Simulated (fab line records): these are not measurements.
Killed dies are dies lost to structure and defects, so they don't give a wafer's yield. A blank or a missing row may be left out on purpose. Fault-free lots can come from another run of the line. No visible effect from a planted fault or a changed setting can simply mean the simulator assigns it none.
Lot-split experiment :: flow rit-cmos :: 23 wafers read across 5 lots, on a route 202 steps long

== ON THE SPLIT ==
At RIT_PRETRO_SOFTBAKE_02 (time 60 s), the setting temp-c was moved away from the recipe's 90 C on 7 of the 23 wafers read, by -3.0% to +3.1%. For the rest of the wafers, this setting stayed at what the recipe calls for.

== FROM THE SPLIT TO THE READING: what the file shows between them, 2 steps ==
- RIT_PRETRO_EXPOSE_03: exposes mask M5, target cd 43700 nm
- RIT_PRETRO_PEB_04

== THE READING ==
NOVOLAK_of_PRETRO_COAT_01.thk-nm (the simulator's own value, which no gauge read), in nm, at RIT_PRETRO_DEVELOP_05 (develop time 68 s). No usual value for it is given in the file. Average 1295 nm, standard deviation 4 nm, over the 16 wafers here run with the recipe.

wafer: L075.2
tool, chamber at the split: litho-track-01, 0
temp-c as run, C: 87.28
against the recipe: -3.0%
NOVOLAK_of_PRETRO_COAT_01.thk-nm, nm: 1310
against lot-mates on the recipe: +8

wafer: L075.4
tool, chamber at the split: litho-track-01, 0
temp-c as run, C: 87.28
against the recipe: -3.0%
NOVOLAK_of_PRETRO_COAT_01.thk-nm, nm: 1310
against lot-mates on the recipe: +8

wafer: L075.3
tool, chamber at the split: litho-track-01, 0
temp-c as run, C: 90
against the recipe: recipe
NOVOLAK_of_PRETRO_COAT_01.thk-nm, nm: 1301
against lot-mates on the recipe: -

wafer: L075.5
tool, chamber at the split: litho-track-01, 0
temp-c as run, C: 90
against the recipe: recipe
NOVOLAK_of_PRETRO_COAT_01.thk-nm, nm: 1302
against lot-mates on the recipe: -

wafer: L075.6
tool, chamber at the split: litho-track-01, 0
temp-c as run, C: 87.28
against the recipe: -3.0%
NOVOLAK_of_PRETRO_COAT_01.thk-nm, nm: 1311
against lot-mates on the recipe: +10

wafer: L076.1
tool, chamber at the split: litho-track-02, 0
temp-c as run, C: 90
against the recipe: recipe
NOVOLAK_of_PRETRO_COAT_01.thk-nm, nm: 1296
against lot-mates on the recipe: -

wafer: L076.2
tool, chamber at the split: litho-track-02, 0
temp-c as run, C: 90
against the recipe: recipe
NOVOLAK_of_PRETRO_COAT_01.thk-nm, nm: 1295
against lot-mates on the recipe: -

wafer: L076.3
tool, chamber at the split: litho-track-02, 0
temp-c as run, C: 90
against the recipe: recipe
NOVOLAK_of_PRETRO_COAT_01.thk-nm, nm: 1294
against lot-mates on the recipe: -

wafer: L076.5
tool, chamber at the split: litho-track-02, 0
temp-c as run, C: 92.81
against the recipe: +3.1%
NOVOLAK_of_PRETRO_COAT_01.thk-nm, nm: 1282
against lot-mates on the recipe: -13

wafer: L076.6
tool, chamber at the split: litho-track-02, 0
temp-c as run, C: 92.81
against the recipe: +3.1%
NOVOLAK_of_PRETRO_COAT_01.thk-nm, nm: 1287
against lot-mates on the recipe: -8

wafer: L078.1
tool, chamber at the split: litho-track-04, 0
temp-c as run, C: 90
against the recipe: recipe
NOVOLAK_of_PRETRO_COAT_01.thk-nm, nm: 1300
against lot-mates on the recipe: -

wafer: L078.2
tool, chamber at the split: litho-track-04, 0
temp-c as run, C: 90
against the recipe: recipe
NOVOLAK_of_PRETRO_COAT_01.thk-nm, nm: 1299
against lot-mates on the recipe: -

wafer: L078.3
tool, chamber at the split: litho-track-04, 0
temp-c as run, C: 90
against the recipe: recipe
NOVOLAK_of_PRETRO_COAT_01.thk-nm, nm: 1301
against lot-mates on the recipe: -

wafer: L078.5
tool, chamber at the split: litho-track-04, 0
temp-c as run, C: 91.73
against the recipe: +1.9%
NOVOLAK_of_PRETRO_COAT_01.thk-nm, nm: 1295
against lot-mates on the recipe: -5

wafer: L078.6
tool, chamber at the split: litho-track-04, 0
temp-c as run, C: 91.73
against the recipe: +1.9%
NOVOLAK_of_PRETRO_COAT_01.thk-nm, nm: 1292
against lot-mates on the recipe: -8

wafer: L083.3
tool, chamber at the split: litho-track-02, 0
temp-c as run, C: 90
against the recipe: recipe
NOVOLAK_of_PRETRO_COAT_01.thk-nm, nm: 1296
against lot-mates on the recipe: -

wafer: L083.4
tool, chamber at the split: litho-track-02, 0
temp-c as run, C: 90
against the recipe: recipe
NOVOLAK_of_PRETRO_COAT_01.thk-nm, nm: 1293
against lot-mates on the recipe: -

wafer: L083.5
tool, chamber at the split: litho-track-02, 0
temp-c as run, C: 90
against the recipe: recipe
NOVOLAK_of_PRETRO_COAT_01.thk-nm, nm: 1294
against lot-mates on the recipe: -

wafer: L085.1
tool, chamber at the split: litho-track-01, 0
temp-c as run, C: 90
against the recipe: recipe
NOVOLAK_of_PRETRO_COAT_01.thk-nm, nm: 1293
against lot-mates on the recipe: -

wafer: L085.3
tool, chamber at the split: litho-track-01, 0
temp-c as run, C: 90
against the recipe: recipe
NOVOLAK_of_PRETRO_COAT_01.thk-nm, nm: 1293
against lot-mates on the recipe: -

wafer: L085.2
tool, chamber at the split: litho-track-01, 0
temp-c as run, C: 90
against the recipe: recipe
NOVOLAK_of_PRETRO_COAT_01.thk-nm, nm: 1289
against lot-mates on the recipe: -

wafer: L085.4
tool, chamber at the split: litho-track-01, 0
temp-c as run, C: 90
against the recipe: recipe
NOVOLAK_of_PRETRO_COAT_01.thk-nm, nm: 1290
against lot-mates on the recipe: -

wafer: L085.6
tool, chamber at the split: litho-track-01, 0
temp-c as run, C: 90
against the recipe: recipe
NOVOLAK_of_PRETRO_COAT_01.thk-nm, nm: 1291
against lot-mates on the recipe: -

FIT RESULTS
A straight line over all 23 wafers: NOVOLAK_of_PRETRO_COAT_01.thk-nm changes by -3.9 nm for each +1% of temp-c; r = -0.84; the points scatter about the line by 4 nm.
The same after taking each lot's own level away (the mean of its wafers on the recipe; 23 wafers): -3.14 nm for each +1%; r = -0.96; scatter 1.4 nm.
The reading moves by 9.8 nm for the largest change in temp-c, on that fit.
The span of the lots' own levels, 1291.2 to 1301.5 nm, comes to 2.6 times the standard deviation stated above.
In other words, the slope is changed by the lot-to-lot level; the two fits disagree.
Check: for one of the wafers moved furthest among these (+3.1%), held out of the fit, the line's prediction against its lot-mates is -9.15 nm. It came out at -13 nm against them.

== OTHER SPLITS ON THESE WAFERS ==
Before the reading, these wafers also passed through other splits. Each is held against what the fit with the lots' levels taken away leaves over:
other split on the same wafers: RIT_ACTIVE_CVD_03 nh3-flow-sccm
wafers away from the commonest value: 15
r with NOVOLAK_of_PRETRO_COAT_01.thk-nm (lot level and that fit taken away): +0.06

other split on the same wafers: RIT_ACTIVE_STRIP_14 pressure-mtorr
wafers away from the commonest value: 15
r with NOVOLAK_of_PRETRO_COAT_01.thk-nm (lot level and that fit taken away): -0.06

other split on the same wafers: RIT_FOX1_WET_ETCH_02 time-s
wafers away from the commonest value: 10
r with NOVOLAK_of_PRETRO_COAT_01.thk-nm (lot level and that fit taken away): +0.10

other split on the same wafers: RIT_FOX2_OXIDATION_00 ox-time-s
wafers away from the commonest value: 18
r with NOVOLAK_of_PRETRO_COAT_01.thk-nm (lot level and that fit taken away): +0.07

other split on the same wafers: RIT_PWELL_COAT_01 resist-thk-nm
wafers away from the commonest value: 8
r with NOVOLAK_of_PRETRO_COAT_01.thk-nm (lot level and that fit taken away): -0.21

== FILE'S OWN FIT ==
NOVOLAK_of_PRETRO_COAT_01.thk-nm changes by -3.08 nm for each +1% of temp-c, r = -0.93.
